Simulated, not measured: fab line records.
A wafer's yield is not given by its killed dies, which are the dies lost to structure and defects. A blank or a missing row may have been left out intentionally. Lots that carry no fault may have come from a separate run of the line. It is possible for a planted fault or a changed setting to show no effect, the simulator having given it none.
fab line records / flow rit_cmos
record: lots: 6 wafers: 18 last_day: 7
route steps=202 shown GATE@96 REOX@98 NLDD@103 PLDD@114
lots that met no fault: taken from a fault-free run of the same line
start_h: the number of hours between the record's first day and the start of the first shown wafer of the lot / wait_h: hours from the lot's prior step to this one / " unchanged from the row above / L1.1+2: a single row standing in for several wafers / - no value, or no start given / * or withheld: withheld / < > ~ a bound
route shown NAME@n: a module of which the file shows steps, and the number in the route of the first / usual: mean/standard deviation of fault-free wafers / same: alike in all rows / chamber/n: place in a boat / sites: the reading at each site / _std_site: the standard deviation of these / _edge_site: outer sites' mean less inner sites' / radius_mm: for every site, how far away it sits from the centre of the wafer / mask NAME#n: copy n / behind: tool/chamber where the wafer was last shaped / hold: cause of the lot's hold/its duration in hours/its outcome / device: the n, p or np transistor that did not switch / end of line: at the end of the route, the tests of the same wafers / for a step that has no rows: nothing shown but its recipe / killed: dies that structure and defects cost at the first sort, which is not the same as the wafer's yield / map: a wafer's dies, marking killed ones x, the rest . and places with no die _
set.NAME: the setting as run; set.NAME@STEP: as run at that earlier step / model.NAME: the simulator's own value behind a step, which no gauge read
lots at some steps of the route; a table a step, a row a wafer
services: when a tool's chamber went out of use (start_h, in hours from the record's first day, below 0 if earlier), for how many hours, and the reason
== steps ==
step: RIT_GATE_STRIP_20
recipe: chemistry: O2 time_s: 180 resist: NOVOLAK platen_temp_c: withheld power_w: 500 pressure_mtorr: 4000 o2_flow_sccm: 4000
usual: drypump_motor_current_A: 5.3/0.44
lot.wafer=L203.1 tool=plasma_asher-01 chamber=1 start_h=66.28 wait_h=0.1 drypump_motor_current_A=5.2 rf_hours_counter_h=44
lot.wafer=L203.2 tool=plasma_asher-01 chamber=0 start_h=66.28 wait_h=0.1 drypump_motor_current_A=6.3 rf_hours_counter_h=44
lot.wafer=L203.5 tool=plasma_asher-01 chamber=1 start_h=66.28 wait_h=0.1 drypump_motor_current_A=5.2 rf_hours_counter_h=-
lot.wafer=L204.2 tool=plasma_asher-02 chamber=1 start_h=71.72 wait_h=0.1 drypump_motor_current_A=4.8 rf_hours_counter_h=27
lot.wafer=L204.3 tool=plasma_asher-02 chamber=1 start_h=71.72 wait_h=0.1 drypump_motor_current_A=4.8 rf_hours_counter_h=-
lot.wafer=L204.4 tool=plasma_asher-02 chamber=0 start_h=71.72 wait_h=0.1 drypump_motor_current_A=5.4 rf_hours_counter_h=-
lot.wafer=L213.1 tool=plasma_asher-02 chamber=0 start_h=117.96 wait_h=0.1 drypump_motor_current_A=5.4 rf_hours_counter_h=33
lot.wafer=L213.4 tool=plasma_asher-02 chamber=0 start_h=117.96 wait_h=0.1 drypump_motor_current_A=5.4 rf_hours_counter_h=-
lot.wafer=L213.6 tool=plasma_asher-02 chamber=0 start_h=117.96 wait_h=0.1 drypump_motor_current_A=5.4 rf_hours_counter_h=-
lot.wafer=L217.1 tool=plasma_asher-04 chamber=0 start_h=136.46 wait_h=0.1 drypump_motor_current_A=5.4 rf_hours_counter_h=50
lot.wafer=L217.5 tool=plasma_asher-04 chamber=1 start_h=136.46 wait_h=0.1 drypump_motor_current_A=5.1 rf_hours_counter_h=-
lot.wafer=L217.6 tool=plasma_asher-04 chamber=0 start_h=136.46 wait_h=0.1 drypump_motor_current_A=5.4 rf_hours_counter_h=-
lot.wafer=L218.2 tool=plasma_asher-04 chamber=0 start_h=142.79 wait_h=0.1 drypump_motor_current_A=5.4 rf_hours_counter_h=50
lot.wafer=L218.3 tool=plasma_asher-04 chamber=0 start_h=142.79 wait_h=0.1 drypump_motor_current_A=5.4 rf_hours_counter_h=-
lot.wafer=L218.5 tool=plasma_asher-04 chamber=1 start_h=142.79 wait_h=0.1 drypump_motor_current_A=5.1 rf_hours_counter_h=-
lot.wafer=L220.1 tool=plasma_asher-02 chamber=0 start_h=151.56 wait_h=0.1 drypump_motor_current_A=5.4 rf_hours_counter_h=36
lot.wafer=L220.3 tool=plasma_asher-02 chamber=0 start_h=151.56 wait_h=0.1 drypump_motor_current_A=5.4 rf_hours_counter_h=-
lot.wafer=L220.6 tool=plasma_asher-02 chamber=0 start_h=151.56 wait_h=0.1 drypump_motor_current_A=5.4 rf_hours_counter_h=-
step: RIT_GATE_CD_MEAS_90
recipe: target_cd_nm: 150
usual: cd_nm: 149.2/2.7
lot.wafer=L203.1 tool=cd_sem-02 chamber=- start_h=66.45 wait_h=0.1 cd_nm=150.5
lot.wafer=L203.2 tool=cd_sem-02 chamber=- start_h=66.45 wait_h=0.1 cd_nm=149.2
lot.wafer=L203.5 tool=cd_sem-02 chamber=- start_h=66.45 wait_h=0.1 cd_nm=148.7
lot.wafer=L204.2 tool=cd_sem-02 chamber=- start_h=71.92 wait_h=0.1 cd_nm=150.4
lot.wafer=L204.3 tool=cd_sem-02 chamber=- start_h=71.92 wait_h=0.1 cd_nm=148.7
lot.wafer=L204.4 tool=cd_sem-02 chamber=- start_h=71.92 wait_h=0.1 cd_nm=149.3
lot.wafer=L213.1 tool=cd_sem-02 chamber=- start_h=118.14 wait_h=0.1 cd_nm=150.4
lot.wafer=L213.4 tool=cd_sem-02 chamber=- start_h=118.14 wait_h=0.1 cd_nm=150.0
lot.wafer=L213.6 tool=cd_sem-02 chamber=- start_h=118.14 wait_h=0.1 cd_nm=149.3
lot.wafer=L217.1 tool=cd_sem-01 chamber=- start_h=136.63 wait_h=0.1 cd_nm=148.4
lot.wafer=L217.5 tool=cd_sem-01 chamber=- start_h=136.63 wait_h=0.1 cd_nm=148.0
lot.wafer=L217.6 tool=cd_sem-01 chamber=- start_h=136.63 wait_h=0.1 cd_nm=150.1
lot.wafer=L218.2 tool=cd_sem-02 chamber=- start_h=142.99 wait_h=0.1 cd_nm=144.6
lot.wafer=L218.3 tool=cd_sem-02 chamber=- start_h=142.99 wait_h=0.1 cd_nm=145.1
lot.wafer=L218.5 tool=cd_sem-02 chamber=- start_h=142.99 wait_h=0.1 cd_nm=143.1
lot.wafer=L220.1 tool=cd_sem-01 chamber=- start_h=151.74 wait_h=0.1 cd_nm=145.5
lot.wafer=L220.3 tool=cd_sem-01 chamber=- start_h=151.74 wait_h=0.1 cd_nm=146.3
lot.wafer=L220.6 tool=cd_sem-01 chamber=- start_h=151.74 wait_h=0.1 cd_nm=145.7
step: RIT_REOX_CLEAN_00
recipe: chemistry: SC1 mix: 3:3:50 time_s: 600 temp_c: 75
step: RIT_REOX_CLEAN_01
recipe: chemistry: dHF dilution: 50:1 time_s: 30
step: RIT_REOX_CLEAN_02
recipe: chemistry: SC2 mix: 3:3:50 time_s: 600 temp_c: 75 dry: n2_spin
step: RIT_REOX_OXIDATION_03
recipe: temp_c: 900 ambient: O2 target_thk_a: 252 ox_time_s: 5580
step: RIT_REOX_THK_MEAS_04
recipe: reads: SiO2_of_REOX_OXIDATION_03
usual: REOX_OXIDE_THK: 25.3/0.35
lot.wafer=L203.1 tool=film_metro-04 chamber=- start_h=69.51 wait_h=0.0 REOX_OXIDE_THK[nm]=25.7
lot.wafer=L203.2 tool=film_metro-04 chamber=- start_h=69.51 wait_h=0.0 REOX_OXIDE_THK[nm]=25.7
lot.wafer=L203.5 tool=film_metro-04 chamber=- start_h=69.51 wait_h=0.0 REOX_OXIDE_THK[nm]=26.0
lot.wafer=L204.2 tool=film_metro-03 chamber=- start_h=74.96 wait_h=0.0 REOX_OXIDE_THK[nm]=24.8
lot.wafer=L204.3 tool=film_metro-03 chamber=- start_h=74.96 wait_h=0.0 REOX_OXIDE_THK[nm]=25.1
lot.wafer=L204.4 tool=film_metro-03 chamber=- start_h=74.96 wait_h=0.0 REOX_OXIDE_THK[nm]=25.0
lot.wafer=L213.1 tool=film_metro-03 chamber=- start_h=121.18 wait_h=0.0 REOX_OXIDE_THK[nm]=25.5
lot.wafer=L213.4 tool=film_metro-03 chamber=- start_h=121.18 wait_h=0.0 REOX_OXIDE_THK[nm]=25.3
lot.wafer=L213.6 tool=film_metro-03 chamber=- start_h=121.18 wait_h=0.0 REOX_OXIDE_THK[nm]=25.4
lot.wafer=L217.1 tool=film_metro-04 chamber=- start_h=140.92 wait_h=0.0 REOX_OXIDE_THK[nm]=24.8
lot.wafer=L217.5 tool=film_metro-04 chamber=- start_h=140.92 wait_h=0.0 REOX_OXIDE_THK[nm]=24.6
lot.wafer=L217.6 tool=film_metro-04 chamber=- start_h=140.92 wait_h=0.0 REOX_OXIDE_THK[nm]=24.8
lot.wafer=L218.2 tool=film_metro-01 chamber=- start_h=146.01 wait_h=0.0 REOX_OXIDE_THK[nm]=25.5
lot.wafer=L218.3 tool=film_metro-01 chamber=- start_h=146.01 wait_h=0.0 REOX_OXIDE_THK[nm]=25.8
lot.wafer=L218.5 tool=film_metro-01 chamber=- start_h=146.01 wait_h=0.0 REOX_OXIDE_THK[nm]=25.8
lot.wafer=L220.1 tool=film_metro-03 chamber=- start_h=154.79 wait_h=0.0 REOX_OXIDE_THK[nm]=24.8
lot.wafer=L220.3 tool=film_metro-03 chamber=- start_h=154.79 wait_h=0.0 REOX_OXIDE_THK[nm]=24.9
lot.wafer=L220.6 tool=film_metro-03 chamber=- start_h=154.79 wait_h=0.0 REOX_OXIDE_THK[nm]=25.4
step: RIT_NLDD_HMDS_00
recipe: prime_time_s: 60 prime_temp_c: 140
step: RIT_NLDD_COAT_01
recipe: resist: NOVOLAK spin_rpm: 3250 resist_thk_nm: 1000
step: RIT_NLDD_SOFTBAKE_02
recipe: resist: NOVOLAK temp_c: 90 time_s: 60
step: RIT_NLDD_EXPOSE_03
recipe: mask_id: M7 na: 0.57 target_cd_nm: 40700 dose_mj: 250
step: RIT_NLDD_PEB_04
recipe: resist: NOVOLAK temp_c: withheld time_s: withheld
step: RIT_NLDD_DEVELOP_05
recipe: resist: NOVOLAK develop_time_s: 50 dev_temp_c: 23
usual: resist_line_temp_C: 23.01/0.093
lot.wafer=L203.1 tool=litho_track-04 chamber=0 start_h=70 wait_h=- resist_line_temp_C=22.90
lot.wafer=L203.2 tool=litho_track-04 chamber=0 start_h=70 wait_h=- resist_line_temp_C=22.95
lot.wafer=L203.5 tool=litho_track-04 chamber=0 start_h=70 wait_h=- resist_line_temp_C=22.97
lot.wafer=L204.2 tool=litho_track-04 chamber=0 start_h=75 wait_h=- resist_line_temp_C=22.90
lot.wafer=L204.3 tool=litho_track-04 chamber=0 start_h=75 wait_h=- resist_line_temp_C=22.93
lot.wafer=L204.4 tool=litho_track-04 chamber=0 start_h=75 wait_h=- resist_line_temp_C=22.86
lot.wafer=L213.1 tool=litho_track-01 chamber=0 start_h=122 wait_h=- resist_line_temp_C=23.09
lot.wafer=L213.4 tool=litho_track-01 chamber=0 start_h=122 wait_h=- resist_line_temp_C=23.01
lot.wafer=L213.6 tool=litho_track-01 chamber=0 start_h=122 wait_h=- resist_line_temp_C=22.91
lot.wafer=L217.1 tool=litho_track-01 chamber=0 start_h=141 wait_h=- resist_line_temp_C=22.98
lot.wafer=L217.5 tool=litho_track-01 chamber=0 start_h=141 wait_h=- resist_line_temp_C=23.15
lot.wafer=L217.6 tool=litho_track-01 chamber=0 start_h=141 wait_h=- resist_line_temp_C=23.12
lot.wafer=L218.2 tool=litho_track-04 chamber=0 start_h=146 wait_h=- resist_line_temp_C=23.15
lot.wafer=L218.3 tool=litho_track-04 chamber=0 start_h=146 wait_h=- resist_line_temp_C=22.91
lot.wafer=L218.5 tool=litho_track-04 chamber=0 start_h=146 wait_h=- resist_line_temp_C=23.04
lot.wafer=L220.1 tool=litho_track-04 chamber=0 start_h=155 wait_h=- resist_line_temp_C=23.01
lot.wafer=L220.3 tool=litho_track-04 chamber=0 start_h=155 wait_h=- resist_line_temp_C=23.13
lot.wafer=L220.6 tool=litho_track-04 chamber=0 start_h=155 wait_h=- resist_line_temp_C=23.08
step: RIT_NLDD_OVL_MEAS_06
usual: NLDD_OVL: 0.1/1.5
lot.wafer=L203.1 tool=overlay-01 chamber=- start_h=70.59 wait_h=- NLDD_OVL[nm]=1.7
lot.wafer=L203.2 tool=overlay-01 chamber=- start_h=70.59 wait_h=- NLDD_OVL[nm]=2.3
lot.wafer=L203.5 tool=overlay-01 chamber=- start_h=70.59 wait_h=- NLDD_OVL[nm]=2.1
lot.wafer=L204.2 tool=overlay-01 chamber=- start_h=75.86 wait_h=- NLDD_OVL[nm]=0.3
lot.wafer=L204.3 tool=overlay-01 chamber=- start_h=75.86 wait_h=- NLDD_OVL[nm]=0.5
lot.wafer=L204.4 tool=overlay-01 chamber=- start_h=75.86 wait_h=- NLDD_OVL[nm]=-1.5
lot.wafer=L213.1 tool=overlay-01 chamber=- start_h=122.21 wait_h=- NLDD_OVL[nm]=1.5
lot.wafer=L213.4 tool=overlay-01 chamber=- start_h=122.21 wait_h=- NLDD_OVL[nm]=0.0
lot.wafer=L213.6 tool=overlay-01 chamber=- start_h=122.21 wait_h=- NLDD_OVL[nm]=-0.1
lot.wafer=L217.1 tool=overlay-01 chamber=- start_h=141.83 wait_h=- NLDD_OVL[nm]=-3.0
lot.wafer=L217.5 tool=overlay-01 chamber=- start_h=141.83 wait_h=- NLDD_OVL[nm]=0.2
lot.wafer=L217.6 tool=overlay-01 chamber=- start_h=141.83 wait_h=- NLDD_OVL[nm]=-1.4
lot.wafer=L218.2 tool=overlay-01 chamber=- start_h=147.04 wait_h=- NLDD_OVL[nm]=-0.5
lot.wafer=L218.3 tool=overlay-01 chamber=- start_h=147.04 wait_h=- NLDD_OVL[nm]=0.9
lot.wafer=L218.5 tool=overlay-01 chamber=- start_h=147.04 wait_h=- NLDD_OVL[nm]=-1.1
lot.wafer=L220.1 tool=overlay-02 chamber=- start_h=155.70 wait_h=- NLDD_OVL[nm]=-0.2
lot.wafer=L220.3 tool=overlay-02 chamber=- start_h=155.70 wait_h=- NLDD_OVL[nm]=0.2
lot.wafer=L220.6 tool=overlay-02 chamber=- start_h=155.70 wait_h=- NLDD_OVL[nm]=-0.1
step: RIT_NLDD_HARDBAKE_07
recipe: resist: NOVOLAK temp_c: 140 time_s: 60
step: RIT_NLDD_IMPLANT_08
recipe: species: P energy_kev: 20 dose_cm2: 4.967e+14 tilt_deg: 7
step: RIT_NLDD_STRIP_09
recipe: chemistry: O2 time_s: 180 resist: NOVOLAK platen_temp_c: withheld power_w: 500 pressure_mtorr: 4000 o2_flow_sccm: 4000
usual: drypump_motor_current_A: 5.6/0.44
lot.wafer=L203.1 tool=plasma_asher-03 chamber=0 start_h=70.92 wait_h=0.1 drypump_motor_current_A=5.5 rf_hours_counter_h=43
lot.wafer=L203.2 tool=plasma_asher-03 chamber=1 start_h=70.92 wait_h=0.1 drypump_motor_current_A=6.0 rf_hours_counter_h=43
lot.wafer=L203.5 tool=plasma_asher-03 chamber=1 start_h=70.92 wait_h=0.1 drypump_motor_current_A=6.0 rf_hours_counter_h=-
lot.wafer=L204.2 tool=plasma_asher-03 chamber=0 start_h=76.19 wait_h=0.1 drypump_motor_current_A=5.5 rf_hours_counter_h=44
lot.wafer=L204.3 tool=plasma_asher-03 chamber=0 start_h=76.19 wait_h=0.1 drypump_motor_current_A=5.5 rf_hours_counter_h=-
lot.wafer=L204.4 tool=plasma_asher-03 chamber=1 start_h=76.19 wait_h=0.1 drypump_motor_current_A=5.9 rf_hours_counter_h=-
lot.wafer=L213.1 tool=plasma_asher-01 chamber=0 start_h=122.55 wait_h=0.1 drypump_motor_current_A=6.3 rf_hours_counter_h=49
lot.wafer=L213.4 tool=plasma_asher-01 chamber=0 start_h=122.55 wait_h=0.1 drypump_motor_current_A=6.3 rf_hours_counter_h=-
lot.wafer=L213.6 tool=plasma_asher-01 chamber=0 start_h=122.55 wait_h=0.1 drypump_motor_current_A=6.3 rf_hours_counter_h=-
lot.wafer=L217.1 tool=plasma_asher-01 chamber=0 start_h=142.16 wait_h=0.1 drypump_motor_current_A=6.3 rf_hours_counter_h=51
lot.wafer=L217.5 tool=plasma_asher-01 chamber=0 start_h=142.16 wait_h=0.1 drypump_motor_current_A=6.2 rf_hours_counter_h=-
lot.wafer=L217.6 tool=plasma_asher-01 chamber=1 start_h=142.16 wait_h=0.1 drypump_motor_current_A=5.2 rf_hours_counter_h=-
lot.wafer=L218.2 tool=plasma_asher-03 chamber=1 start_h=147.37 wait_h=0.1 drypump_motor_current_A=6.0 rf_hours_counter_h=3
lot.wafer=L218.3 tool=plasma_asher-03 chamber=1 start_h=147.37 wait_h=0.1 drypump_motor_current_A=6.0 rf_hours_counter_h=-
lot.wafer=L218.5 tool=plasma_asher-03 chamber=1 start_h=147.37 wait_h=0.1 drypump_motor_current_A=6.0 rf_hours_counter_h=-
lot.wafer=L220.1 tool=plasma_asher-03 chamber=1 start_h=156.04 wait_h=0.1 drypump_motor_current_A=5.9 rf_hours_counter_h=4
lot.wafer=L220.3 tool=plasma_asher-03 chamber=0 start_h=156.04 wait_h=0.1 drypump_motor_current_A=5.5 rf_hours_counter_h=-
lot.wafer=L220.6 tool=plasma_asher-03 chamber=1 start_h=156.04 wait_h=0.1 drypump_motor_current_A=5.9 rf_hours_counter_h=-
step: RIT_NLDD_TW_MEAS_10
usual: NLDD_TW: 2497/14
lot.wafer=L203.1 tool=film_metro-02 chamber=- start_h=71.10 wait_h=0.1 NLDD_TW=30
lot.wafer=L203.2 tool=film_metro-02 chamber=- start_h=71.10 wait_h=0.1 NLDD_TW=30
lot.wafer=L203.5 tool=film_metro-02 chamber=- start_h=71.10 wait_h=0.1 NLDD_TW=30
lot.wafer=L204.2 tool=film_metro-02 chamber=- start_h=76.38 wait_h=0.1 NLDD_TW=30
lot.wafer=L204.3 tool=film_metro-02 chamber=- start_h=76.38 wait_h=0.1 NLDD_TW=30
lot.wafer=L204.4 tool=film_metro-02 chamber=- start_h=76.38 wait_h=0.1 NLDD_TW=30
lot.wafer=L213.1 tool=film_metro-04 chamber=- start_h=122.72 wait_h=0.1 NLDD_TW=2481
lot.wafer=L213.4 tool=film_metro-04 chamber=- start_h=122.72 wait_h=0.1 NLDD_TW=2486
lot.wafer=L213.6 tool=film_metro-04 chamber=- start_h=122.72 wait_h=0.1 NLDD_TW=2500
lot.wafer=L217.1 tool=film_metro-01 chamber=- start_h=142.34 wait_h=0.1 NLDD_TW=2502
lot.wafer=L217.5 tool=film_metro-01 chamber=- start_h=142.34 wait_h=0.1 NLDD_TW=2489
lot.wafer=L217.6 tool=film_metro-01 chamber=- start_h=142.34 wait_h=0.1 NLDD_TW=2495
lot.wafer=L218.2 tool=film_metro-02 chamber=- start_h=147.56 wait_h=0.1 NLDD_TW=2505
lot.wafer=L218.3 tool=film_metro-02 chamber=- start_h=147.56 wait_h=0.1 NLDD_TW=2487
lot.wafer=L218.5 tool=film_metro-02 chamber=- start_h=147.56 wait_h=0.1 NLDD_TW=2493
lot.wafer=L220.1 tool=film_metro-01 chamber=- start_h=156.21 wait_h=0.1 NLDD_TW=2501
lot.wafer=L220.3 tool=film_metro-01 chamber=- start_h=156.21 wait_h=0.1 NLDD_TW=2511
lot.wafer=L220.6 tool=film_metro-01 chamber=- start_h=156.21 wait_h=0.1 NLDD_TW=2499
step: RIT_PLDD_HMDS_00
recipe: prime_time_s: 60 prime_temp_c: 140
== services ==
tool=plasma_asher-01 chamber=- start_h=102.22 hours=7.6 kind=repair
tool=plasma_asher-03 chamber=- start_h=108.75 hours=9.0 kind=pm
tool=plasma_asher-03 chamber=0 start_h=108.75 hours=9.0 kind=vent_cycle
tool=plasma_asher-03 chamber=1 start_h=108.75 hours=9.0 kind=vent_cycle
tool=plasma_asher-03 chamber=0 start_h=117.75 hours=- kind=clean
tool=plasma_asher-03 chamber=1 start_h=117.75 hours=- kind=clean
tool=plasma_asher-03 chamber=- start_h=150.44 hours=2.8 kind=pm
== key ==
first_sign: step: RIT_NLDD_TW_MEAS_10 reading: NLDD_TW direction: down sigmas: 99+ usual: 2497 struck: 30
effect none on later readings
met_at RIT_NLDD_DEVELOP_05
struck_wafers L203.1,L203.2,L203.5,L204.2,L204.3,L204.4
sort_left_out L203.1,L203.2,L203.5,L204.2,L204.3,L204.4
tester_left_out L203,L204
fault: kind: process_parameter_drift tool: litho_track-04 chamber: - onset_h: 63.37 steps: RIT_NLDD_DEVELOP_05 channel: develop_time_s offset: * shape: step end_h: 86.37 acts_in: * stated: *
tester_left_out: of these lots the tester's yield and bins aren't shown, on N5 and GAA mostly nor the transistor test; their killed dies are dies lost to structure and defects alone, not to doping, threshold or leakage, so they don't give the yield
sort_left_out: the simulated sort isn't trusted on such a fault, so these wafers' sort isn't shown, and their yield isn't known
